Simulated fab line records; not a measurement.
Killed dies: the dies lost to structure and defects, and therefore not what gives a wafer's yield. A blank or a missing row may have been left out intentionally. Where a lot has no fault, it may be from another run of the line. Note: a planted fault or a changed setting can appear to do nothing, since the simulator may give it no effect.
Problem report in the 8D (eight disciplines) form, filled by code ; flow rit-cmos ; the parts of the form that need people (team, actions taken, sign-off) are left out

1. PROBLEM STATEMENT
SPACER_NITRIDE_THK at RIT_SPACER_THK_MEAS_04 reads a mean of 346.1 nm on 6 wafers of 2 lots; wafers without a fault read 248.3 nm with a standard deviation of 2. Measured from the usual mean, that is +49 standard deviations.
Seen first at day 5 15:17 on film-metro-01, wafer L920.3. Wafers with a number at this step in the record: 42, from 14 lots. Rule for "out", or "out of limits": more than 4 standard deviations from the usual mean. All remaining wafers that have a number are taken as sound.

2. WHAT IT IS AND WHAT IT IS NOT
question;is;is not
which readings at this step;SPACER_NITRIDE_THK;-
which lots;L920, L924;L908, L910, L913, L914, L915, L916, L917, L918, L919, L925, L928, L929
which wafers of those lots;all that have a number;-
read on which gauges;film-metro-01;film-metro-02, film-metro-04
when;from day 5 15:17;"up to then (27 sound wafers); but 9 sound wafers of L925, L928, L929 came after"

3. SUSPECTS, AND WHAT RULES EACH OUT
Counting: a tool at a process step up to the reading stays a suspect if it ran every lot that is out and no sound lot after the first of them.
- the gauge at RIT_SPACER_THK_MEAS_04 is ruled out. All the wafers that are out were read on film-metro-01, but those of them that RIT_SPACER_ETCHBACK_05 has rows for are out there too, on other tools.
- lpcvd-01 at RIT_SPACER_CVD_03 (deposits Si3N4 from SiH2Cl2/NH3, target thk 250 nm, time 3300 s): kept. It ran every lot that is out, first L920 (day 5 13:21), and no sound lot after that; its last sound lot up to then is L919 (day 5 08:59).
Remaining after the count: lpcvd-01 at RIT_SPACER_CVD_03.

4. THE CAUSE (what the simulator had put in)
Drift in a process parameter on lpcvd-01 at RIT_SPACER_CVD_03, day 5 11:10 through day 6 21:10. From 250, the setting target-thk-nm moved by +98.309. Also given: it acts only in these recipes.
Counting left only this tool.

5. THE EFFECT CHAIN, in route order
Each row: a reading whose mean over the struck wafers that have a number lies more than 3 standard deviations from the usual. Only readings for which the record gives a usual standard deviation are gone through. hours: the time from each lot's start at the first step in this table that gives one to its start at this step, as a median over the lots. sigmas: the change in usual standard deviations.
hours;step;reading;usual;on struck wafers;change;sigmas
0;RIT_SPACER_THK_MEAS_04;SPACER_NITRIDE_THK;248.3 nm;346.1;+97.8;+49
0;RIT_SPACER_ETCHBACK_05;oes-product-au;0.845 a.u.;1.011;+0.166;+15
The process steps in it:
- RIT_SPACER_ETCHBACK_05: etches Si3N4 in SF6/CHF3, stops on SiO2, target depth 250 nm, time 240 s.

6. WHAT WOULD HAVE CAUGHT IT SOONER
Counted from the fault's start at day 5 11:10, it took 4 hours until the first out-of-limits reading at a measuring or inspecting step in this record, taken at day 5 15:17.
An alarm limit of 4 standard deviations would not have fired on the tool readings at RIT_SPACER_CVD_03 for which the record gives a usual standard deviation, since none of them was out on any struck wafer.
Of the lots that are out (2), L924 began RIT_SPACER_CVD_03 on lpcvd-01 after day 5 15:17. Putting the tool on hold at that point would have spared it.
